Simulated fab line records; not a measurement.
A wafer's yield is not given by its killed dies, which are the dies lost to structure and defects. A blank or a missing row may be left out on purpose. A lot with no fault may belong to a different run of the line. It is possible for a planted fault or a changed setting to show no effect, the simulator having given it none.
fab line records	flow rit_cmos
record lots=5	wafers=15	last_day=7
route steps=202 shown GATE@94 REOX@98 NLDD@103 PLDD@114 SPACER@125 M1@202
lots untouched by any fault: they come from a run of this same line in which no faults occurred
start_h: hours from the record's first day to the start of the lot's first wafer shown	wait_h: hours elapsed since this lot's preceding step	" repeats the value in the row above	L1.1+2: a single row standing in for several wafers	- no value, or no start was given	* or withheld: withheld	< > ~ a bound
route shown NAME@n: names a module that has steps shown in the file, with the first one's number in the route	usual: mean/standard deviation taken from wafers without a fault	same: alike in all rows	chamber/n: place in a boat	sites: readings site by site	_std_site: their standard deviation	_edge_site: mean of outer sites minus mean of inner sites	radius_mm: how far each site lies from the wafer's centre	mask NAME#n: copy n	behind: the most recent tool/chamber to have shaped the wafer	hold: what put the lot on hold/how long, in hours/how the hold closed	device: names the non-switching transistor (n, p or np)	end of line: at the end of the route, the tests of the same wafers	a step given without rows: its recipe and nothing more	killed: count of dies lost to structure and defects at first sort (not the wafer's yield)	map: per-die view of a wafer (x killed, . not killed, _ where there is no die)
set.NAME: the run value of the setting; set.NAME@STEP: its run value at that earlier step	model.NAME: the simulator's own value behind a step, which no gauge read
lots seen at some steps along the route; tables by step, rows by wafer
services: the hour from which a tool's chamber was out of use, counted from the record's first day as start_h (under 0 if before that day), plus the number of hours and why
## steps
# step RIT_GATE_HARDBAKE_18
# recipe resist=NOVOLAK	temp_c=140	time_s=60
# step RIT_GATE_ETCH_19
# recipe chemistry=SF6/CHF3/O2	time_s=165	SF6_flow_sccm=30	CHF3_flow_sccm=30	O2_flow_sccm=5	target=poly-Si	pressure_mtorr=40	rf_w=160	target_depth_a=3125	over_etch_frac=0.25	stop_on=SiO2
# usual drypump_motor_current_A=6.03/0.19	oes_product_au=0.851/0.017	throttle_valve_pct=10.25/0.17
lot.wafer	tool	chamber	start_h	wait_h	drypump_motor_current_A	oes_product_au	rf_hours_counter_h	throttle_valve_pct
L460.1	rie_si-01	2	55.92	0.1	5.73	0.855	93	10.14
L460.2	"	3	"	"	6.23	0.860	112	10.15
L460.5	"	2	"	"	5.73	0.861	-	10.15
L463.4	rie_si-02	0	72.01	0.1	5.78	0.854	140	10.55
L463.5	"	1	"	"	6.23	0.828	-	10.35
L463.6	"	2	"	"	5.96	0.868	-	10.13
L469.4	rie_si-02	1	101.74	0.1	6.24	0.836	52	10.35
L469.5	"	2	"	"	5.97	0.881	-	10.12
L469.6	"	3	"	"	6.22	0.836	-	10.42
L479.1	rie_si-01	2	153.11	0.1	5.74	0.844	93	10.14
L479.2	"	0	"	"	5.94	0.861	61	9.99
L479.4	"	1	"	"	6.16	0.858	0	10.27
L480.1	rie_si-02	1	156.49	0.1	6.24	0.815	52	10.33
L480.2	"	3	"	"	6.25	0.833	1	10.41
L480.6	"	2	"	"	5.99	0.863	-	10.10
# step RIT_GATE_STRIP_20
# recipe chemistry=O2	time_s=180	resist=NOVOLAK	platen_temp_c=withheld	power_w=500	pressure_mtorr=4000	o2_flow_sccm=4000
# usual drypump_motor_current_A=5.64/0.19
lot.wafer	tool	chamber	start_h	wait_h	drypump_motor_current_A	rf_hours_counter_h
L460.1	plasma_asher-04	0	56.02	0.1	5.64	40
L460.2	"	1	"	"	5.28	40
L460.5	"	0	"	"	5.68	-
L463.4	plasma_asher-04	1	72.18	0.1	5.24	-
L463.5	"	1	"	"	5.25	-
L463.6	"	0	"	"	5.63	-
L469.4	plasma_asher-01	0	101.91	0.1	5.74	-
L469.5	"	1	"	"	5.67	-
L469.6	"	0	"	"	5.74	-
L479.1	plasma_asher-04	0	153.21	0.1	5.63	51
L479.2	"	1	"	"	5.26	51
L479.4	"	0	"	"	5.63	-
L480.1	plasma_asher-04	1	156.60	0.1	5.28	51
L480.2	"	0	"	"	5.64	51
L480.6	"	1	"	"	5.26	-
# step RIT_GATE_CD_MEAS_90
# recipe target_cd_nm=150
# usual cd_nm=150.1/2.2
lot.wafer	tool	chamber	start_h	wait_h	cd_nm
L460.1	cd_sem-02	-	56.20	0.1	150.6
L460.2	"	-	"	"	151.6
L460.5	"	-	"	"	152.1
L463.4	cd_sem-02	-	72.36	0.1	150.3
L463.5	"	-	"	"	148.8
L463.6	"	-	"	"	152.9
L469.4	cd_sem-01	-	102.09	0.1	153.3
L469.5	"	-	"	"	152.0
L469.6	"	-	"	"	151.6
L479.1	cd_sem-02	-	153.39	0.1	148.5
L479.2	"	-	"	"	151.4
L479.4	"	-	"	"	151.7
L480.1	cd_sem-02	-	156.77	0.1	148.2
L480.2	"	-	"	"	150.4
L480.6	"	-	"	"	147.9
# step RIT_REOX_CLEAN_00
# recipe chemistry=SC1	mix=3:3:50	time_s=600	temp_c=75
# step RIT_REOX_CLEAN_01
# recipe chemistry=dHF	dilution=50:1	time_s=30.56
# step RIT_REOX_CLEAN_02
# recipe chemistry=SC2	mix=3:3:50	time_s=600	temp_c=75	dry=n2_spin
# step RIT_REOX_OXIDATION_03
# recipe temp_c=900	ambient=O2	target_thk_a=252	ox_time_s=5580
# step RIT_REOX_THK_MEAS_04
# recipe reads=SiO2_of_REOX_OXIDATION_03
# usual REOX_OXIDE_THK=25.1/0.53
lot.wafer	tool	chamber	start_h	wait_h	REOX_OXIDE_THK[nm]
L460.1	film_metro-01	-	60.31	0.0	25.6
L460.2	"	-	"	"	25.3
L460.5	"	-	"	"	25.3
L463.4	film_metro-01	-	75.40	0.0	25.5
L463.5	"	-	"	"	25.4
L463.6	"	-	"	"	25.7
L469.4	film_metro-01	-	105.85	0.0	25.1
L469.5	"	-	"	"	24.9
L469.6	"	-	"	"	24.7
L479.1	film_metro-02	-	156.43	0.0	24.8
L479.2	"	-	"	"	25.5
L479.4	"	-	"	"	24.9
L480.1	film_metro-01	-	160.47	0.0	24.8
L480.2	"	-	"	"	24.7
L480.6	"	-	"	"	24.9
# step RIT_NLDD_HMDS_00
# recipe prime_time_s=60	prime_temp_c=140
# step RIT_NLDD_COAT_01
# recipe resist=NOVOLAK	spin_rpm=3250	resist_thk_nm=1000
# step RIT_NLDD_SOFTBAKE_02
# recipe resist=NOVOLAK	temp_c=90	time_s=60
# step RIT_NLDD_EXPOSE_03
# recipe mask_id=M7	na=0.57	target_cd_nm=40700	dose_mj=250
# usual focus_offset_nm=0.0/0.52
lot.wafer	tool	chamber	start_h	wait_h	mask	focus_offset_nm
L460.1	iline_stepper-01	0	60.82	0.1	M7#0	-0.6
L460.2	"	0	"	"	M7#0	-1.1
L460.5	"	0	"	"	M7#0	-0.2
L463.4	iline_stepper-02	0	75.93	0.1	M7#0	0.2
L463.5	"	0	"	"	M7#0	0.2
L463.6	"	0	"	"	M7#0	0.5
L469.4	iline_stepper-01	0	106.65	0.2	M8#0	0.4
L469.5	"	0	"	"	M8#0	-0.1
L469.6	"	0	"	"	M8#0	0.3
L479.1	iline_stepper-02	0	157.06	0.2	M7#0	-0.1
L479.2	"	0	"	"	M7#0	-0.1
L479.4	"	0	"	"	M7#0	-0.3
L480.1	iline_stepper-02	0	160.98	0.1	M7#0	-0.4
L480.2	"	0	"	"	M7#0	0.3
L480.6	"	0	"	"	M7#0	-0.4
# step RIT_NLDD_PEB_04
# recipe resist=NOVOLAK	temp_c=withheld	time_s=withheld
# step RIT_NLDD_DEVELOP_05
# recipe resist=NOVOLAK	develop_time_s=50	dev_temp_c=23
# step RIT_NLDD_OVL_MEAS_06
# usual NLDD_OVL=-1.2/1.2
lot.wafer	tool	chamber	start_h	wait_h	NLDD_OVL[nm]
L460.1	overlay-01	-	61.22	-	-1.7
L460.2	"	-	"	"	-1.6
L460.5	"	-	"	"	-3.3
L463.4	overlay-01	-	76.29	-	-2.9
L463.5	"	-	"	"	-0.6
L463.6	"	-	"	"	-0.7
L469.4	overlay-02	-	107.04	-	-
L469.5	"	-	"	"	-
L469.6	"	-	"	"	-
L479.1	overlay-02	-	157.46	-	-0.7
L479.2	"	-	"	"	-1.6
L479.4	"	-	"	"	-0.7
L480.1	overlay-02	-	161.38	-	-0.2
L480.2	"	-	"	"	1.8
L480.6	"	-	"	"	0.1
# step RIT_NLDD_HARDBAKE_07
# recipe resist=NOVOLAK	temp_c=140	time_s=60
# step RIT_NLDD_IMPLANT_08
# recipe species=P	energy_kev=20	dose_cm2=5e+14	tilt_deg=7.245
# step RIT_NLDD_STRIP_09
# recipe chemistry=O2	time_s=180	resist=NOVOLAK	platen_temp_c=withheld	power_w=500	pressure_mtorr=4000	o2_flow_sccm=4000
# usual drypump_motor_current_A=5.8/0.48
lot.wafer	tool	chamber	start_h	wait_h	drypump_motor_current_A	rf_hours_counter_h
L460.1	plasma_asher-01	0	61.56	0.1	5.7	41
L460.2	"	1	"	"	5.7	41
L460.5	"	1	"	"	5.7	-
L463.4	plasma_asher-02	1	76.67	0.1	6.6	-
L463.5	"	1	"	"	6.6	-
L463.6	"	0	"	"	5.6	-
L469.4	plasma_asher-04	0	107.42	0.1	5.7	-
L469.5	"	0	"	"	5.7	-
L469.6	"	1	"	"	5.3	-
L479.1	plasma_asher-04	0	157.80	0.1	5.6	51
L479.2	"	1	"	"	5.3	51
L479.4	"	1	"	"	5.3	-
L480.1	plasma_asher-02	1	161.71	0.1	6.6	39
L480.2	"	0	"	"	5.5	39
L480.6	"	0	"	"	5.5	-
# step RIT_NLDD_TW_MEAS_10
# usual NLDD_TW=2480/15
lot.wafer	tool	chamber	start_h	wait_h	NLDD_TW
L460.1	film_metro-02	-	61.73	0.1	2483
L460.2	"	-	"	"	2476
L460.5	"	-	"	"	2470
L463.4	film_metro-04	-	76.82	0.1	2456
L463.5	"	-	"	"	2475
L463.6	"	-	"	"	2467
L469.4	film_metro-04	-	107.57	0.1	30
L469.5	"	-	"	"	30
L469.6	"	-	"	"	30
L479.1	film_metro-04	-	157.97	0.1	2461
L479.2	"	-	"	"	2477
L479.4	"	-	"	"	2480
L480.1	film_metro-03	-	161.89	0.1	2478
L480.2	"	-	"	"	2468
L480.6	"	-	"	"	2497
# step RIT_PLDD_HMDS_00
# recipe prime_time_s=60	prime_temp_c=140
# step RIT_PLDD_COAT_01
# recipe resist=NOVOLAK	spin_rpm=3250	resist_thk_nm=1000
# step RIT_PLDD_SOFTBAKE_02
# recipe resist=NOVOLAK	temp_c=90	time_s=60
# step RIT_PLDD_EXPOSE_03
# recipe mask_id=M8	na=0.57	target_cd_nm=40900	dose_mj=250
# step RIT_PLDD_PEB_04
# recipe resist=NOVOLAK	temp_c=withheld	time_s=withheld
# step RIT_PLDD_DEVELOP_05
# recipe resist=NOVOLAK	develop_time_s=50	dev_temp_c=23
# step RIT_PLDD_OVL_MEAS_06
# usual PLDD_OVL=0.6/1.7
lot.wafer	tool	chamber	start_h	wait_h	PLDD_OVL[nm]
L460.1	overlay-01	-	62.64	-	-0.9
L460.2	"	-	"	"	-1.3
L460.5	"	-	"	"	-0.9
L463.4	overlay-02	-	77.72	-	3.5
L463.5	"	-	"	"	1.7
L463.6	"	-	"	"	2.3
L469.4	overlay-01	-	108.46	-	-1.7
L469.5	"	-	"	"	-1.9
L469.6	"	-	"	"	-0.5
L479.1	overlay-01	-	159.01	-	-0.2
L479.2	"	-	"	"	-2.6
L479.4	"	-	"	"	-0.4
L480.1	overlay-02	-	162.92	-	-2.1
L480.2	"	-	"	"	-2.2
L480.6	"	-	"	"	-1.5
# step RIT_PLDD_HARDBAKE_07
# recipe resist=NOVOLAK	temp_c=140	time_s=60
# step RIT_PLDD_IMPLANT_08
# recipe species=BF2	energy_kev=20.11	dose_cm2=9e+14	tilt_deg=7
# step RIT_PLDD_STRIP_09
# recipe chemistry=O2	time_s=180	resist=NOVOLAK	platen_temp_c=withheld	power_w=500	pressure_mtorr=4000	o2_flow_sccm=4000
# usual drypump_motor_current_A=5.8/0.44
lot.wafer	tool	chamber	start_h	wait_h	drypump_motor_current_A	rf_hours_counter_h
L460.1	plasma_asher-02	0	62.98	0.1	5.6	29
L460.2	"	1	"	"	6.7	29
L460.5	"	1	"	"	6.7	-
L463.4	plasma_asher-04	0	78.09	0.1	5.6	-
L463.5	"	0	"	"	5.6	-
L463.6	"	1	"	"	5.3	-
L469.4	plasma_asher-04	1	108.84	0.1	5.3	-
L469.5	"	1	"	"	5.3	-
L469.6	"	0	"	"	5.6	-
L479.1	plasma_asher-04	1	159.34	0.1	5.3	51
L479.2	"	0	"	"	5.7	51
L479.4	"	0	"	"	5.6	-
L480.1	plasma_asher-02	0	163.26	0.1	5.6	39
L480.2	"	1	"	"	6.6	39
L480.6	"	0	"	"	5.5	-
# step RIT_PLDD_TW_MEAS_10
# usual PLDD_TW=2338/14
lot.wafer	tool	chamber	start_h	wait_h	PLDD_TW
L460.1	film_metro-03	-	63.15	0.1	2333
L460.2	"	-	"	"	2331
L460.5	"	-	"	"	2331
L463.4	film_metro-04	-	78.24	0.1	2314
L463.5	"	-	"	"	2315
L463.6	"	-	"	"	2327
L469.4	film_metro-03	-	108.99	0.1	2871
L469.5	"	-	"	"	2869
L469.6	"	-	"	"	2870
L479.1	film_metro-04	-	159.52	0.1	2328
L479.2	"	-	"	"	2336
L479.4	"	-	"	"	2324
L480.1	film_metro-03	-	163.43	0.1	2344
L480.2	"	-	"	"	2340
L480.6	"	-	"	"	2344
# step RIT_SPACER_CLEAN_00
# recipe chemistry=SC1	mix=3:3:50	time_s=600	temp_c=75
# step RIT_M1_PROBE_99
# usual killed_at_front_end=6.9/2.9	killed_dies=7.0/2.9	killed_on_rim=1.9/1.4	killed_open=3.4/2.1	killed_short=3.5/1.8
# same gross_dies=264	killed_at_M0_to_M3=0	killed_at_M4_up=0	killed_at_back_side=0	killed_at_contacts=0	killed_at_other=0
lot.wafer	tool	chamber	start_h	wait_h	killed_at_front_end	killed_dies	killed_on_rim	killed_open	killed_short
L460.1	prober-02	-	76.54	0.1	6	6	2	1	5
L460.2	prober-02	-	76.59	0.1	3	3	0	2	1
L460.5	prober-02	-	76.74	0.2	2	2	0	1	1
L463.4	prober-01	-	92.20	0.2	11	11	3	5	6
L463.5	prober-01	-	92.25	0.2	8	8	1	6	2
L463.6	prober-01	-	92.30	0.2	8	8	3	2	6
L469.4	prober-01	-	122.68	0.2	264	264	70	3	2
L469.5	prober-01	-	122.73	0.2	264	264	70	2	7
L469.6	prober-01	-	122.78	0.2	264	264	70	2	6
L479.1	prober-01	-	173.76	0.1	6	6	1	1	5
L479.2	prober-01	-	173.81	0.1	7	7	0	4	3
L479.4	prober-01	-	173.91	0.2	8	8	2	3	5
L480.1	prober-02	-	177.44	0.1	1	1	0	0	1
L480.2	prober-02	-	177.49	0.1	2	2	1	1	1
L480.6	prober-02	-	177.69	0.2	3	3	2	1	2
# killed by level:class
L460.1 GATE:geometric_particle:short=3 SPACER:geometric_particle:short=1 SILICIDE:geometric_particle:open=1 SILICIDE:geometric_particle:short=1
L460.2 GATE:geometric_particle:open=1 REOX:geometric_particle:short=1 REOX:geometric_particle:open=1
L460.5 GATE:geometric_particle:open=1 GATE:geometric_particle:short=1
L463.4 SPACER:geometric_particle:short=4 FOX1:geometric_particle:open=3 GATE:geometric_particle:open=2 FOX1:geometric_particle:short=1 SILICIDE:geometric_particle:short=1
L463.5 GATE:geometric_particle:open=3 SILICIDE:geometric_particle:open=2 FOX1:geometric_particle:short=1 FOX1:geometric_particle:open=1 GATE:geometric_particle:short=1
L463.6 FOX1:geometric_particle:short=3 GATE:geometric_particle:open=2 REOX:geometric_particle:short=2 GATE:geometric_particle:short=1
L469.4 NLDD:area_expose=259 FOX2:geometric_particle:short=2 FOX1:geometric_particle:open=1 FOX2:geometric_particle:open=1 GATE:geometric_particle:open=1
L469.5 NLDD:area_expose=255 SPACER:geometric_particle:short=3 FOX1:geometric_particle:short=2 GATE:geometric_particle:short=1 REOX:geometric_particle:short=1 SPACER:geometric_particle:open=1 SILICIDE:geometric_particle:open=1
L469.6 NLDD:area_expose=256 GATE:geometric_particle:short=2 GATE:geometric_particle:open=2 SILICIDE:geometric_particle:short=2 FOX2:geometric_particle:short=1 REOX:geometric_particle:short=1
L479.1 FOX2:geometric_particle:short=2 FOX2:geometric_particle:open=1 GATE:geometric_particle:short=1 REOX:geometric_particle:short=1 SPACER:geometric_particle:short=1
L479.2 FOX1:geometric_particle:open=3 FOX1:geometric_particle:short=1 FOX2:geometric_particle:short=1 SPACER:geometric_particle:short=1 SILICIDE:geometric_particle:open=1
L479.4 GATE:geometric_particle:short=3 FOX1:geometric_particle:short=1 FOX1:geometric_particle:open=1 FOX2:geometric_particle:open=1 FOX2:geometric_particle:short=1 GATE:geometric_particle:open=1
L480.1 GATE:geometric_particle:short=1
L480.2 FOX2:geometric_particle:short=1 GATE:geometric_particle:open=1
L480.6 GATE:geometric_particle:open=1 GATE:geometric_particle:short=1 REOX:geometric_particle:short=1
# map L469.4 (x killed, . not)
________xxxxxxx_______
_____xxxxxxxxxxxxx____
____xxxxxxxxxxxxxxx___
___xxxxxxxxxxxxxxxxx__
__xxxxxxxxxxxxxxxxxxx_
__xxxxxxxxxxxxxxxxxxx_
_xxxxxxxxxxxxxxxxxxxxx
_xxxxxxxxxxxxxxxxxxxxx
_xxxxxxxxxxxxxxxxxxxxx
_xxxxxxxxxxxxxxxxxxxxx
__xxxxxxxxxxxxxxxxxxx_
__xxxxxxxxxxxxxxxxxxx_
___xxxxxxxxxxxxxxxxx__
____xxxxxxxxxxxxxxx___
_____xxxxxxxxxxxxx____
________xxxxxxx_______
# map L460.1 (x killed, . not)
________......._______
_____.............____
____..x.x..........___
___.................__
__..................._
__..................._
_.....................
_.....................
_..x..................
_.x........x..........
__..................._
__..................._
___.................__
____...............___
_____.............____
________..x...._______
## services
tool	chamber	start_h	hours	kind
plasma_asher-04	-	37.92	1.1	repair
rie_si-01	0	45.38	2.4	repair
rie_si-01	1	55.49	-	clean
rie_si-01	1	55.49	21.2	scheduled_down
rie_si-01	1	55.49	21.2	vent_cycle
rie_si-02	3	77.50	-	clean
rie_si-02	3	77.50	18.2	scheduled_down
rie_si-02	3	77.50	18.2	vent_cycle
rie_si-02	1	91.66	2.4	repair
iline_stepper-02	-	100.88	1.7	pm
plasma_asher-01	-	108.75	9.0	pm
plasma_asher-01	0	108.75	9.0	vent_cycle
plasma_asher-01	1	108.75	9.0	vent_cycle
plasma_asher-01	0	117.75	-	clean
plasma_asher-01	1	117.75	-	clean
rie_si-01	-	119.35	14.6	pm
rie_si-02	1	135.92	5.5	repair
plasma_asher-04	-	143.32	2.8	pm
rie_si-02	0	152.87	-	clean
rie_si-02	0	152.87	22.0	scheduled_down
rie_si-02	0	152.87	22.0	vent_cycle
## key
first_sign step=RIT_NLDD_EXPOSE_03	reading=mask	direction=changed
effect step=RIT_NLDD_OVL_MEAS_06	reading=NLDD_OVL	direction=missing
effect step=RIT_NLDD_TW_MEAS_10	reading=NLDD_TW	direction=down	sigmas=99+	usual=2480	struck=30
effect step=RIT_PLDD_TW_MEAS_10	reading=PLDD_TW	direction=up	sigmas=38	usual=2338	struck=2870
effect step=RIT_M1_PROBE_99	reading=killed_at_front_end	direction=up	sigmas=88	usual=6.9	struck=264
more_kills_born_at RIT_NLDD_EXPOSE_03@iline_stepper-01=770
met_at RIT_NLDD_EXPOSE_03
struck_wafers L469.4,L469.5,L469.6
tester_left_out L469
onset_between 60.82 106.65
fault kind=wrong_mask	tool=any	chamber=-	onset_h=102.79	steps=RIT_NLDD_EXPOSE_03	aux_copy=M8#0	scope=struck_lots_only
# tester_left_out: of these lots the tester's yield and bins aren't shown, on N5 and GAA mostly nor the transistor test; their killed dies are dies lost to structure and defects alone, not to doping, threshold or leakage, so they don't give the yield
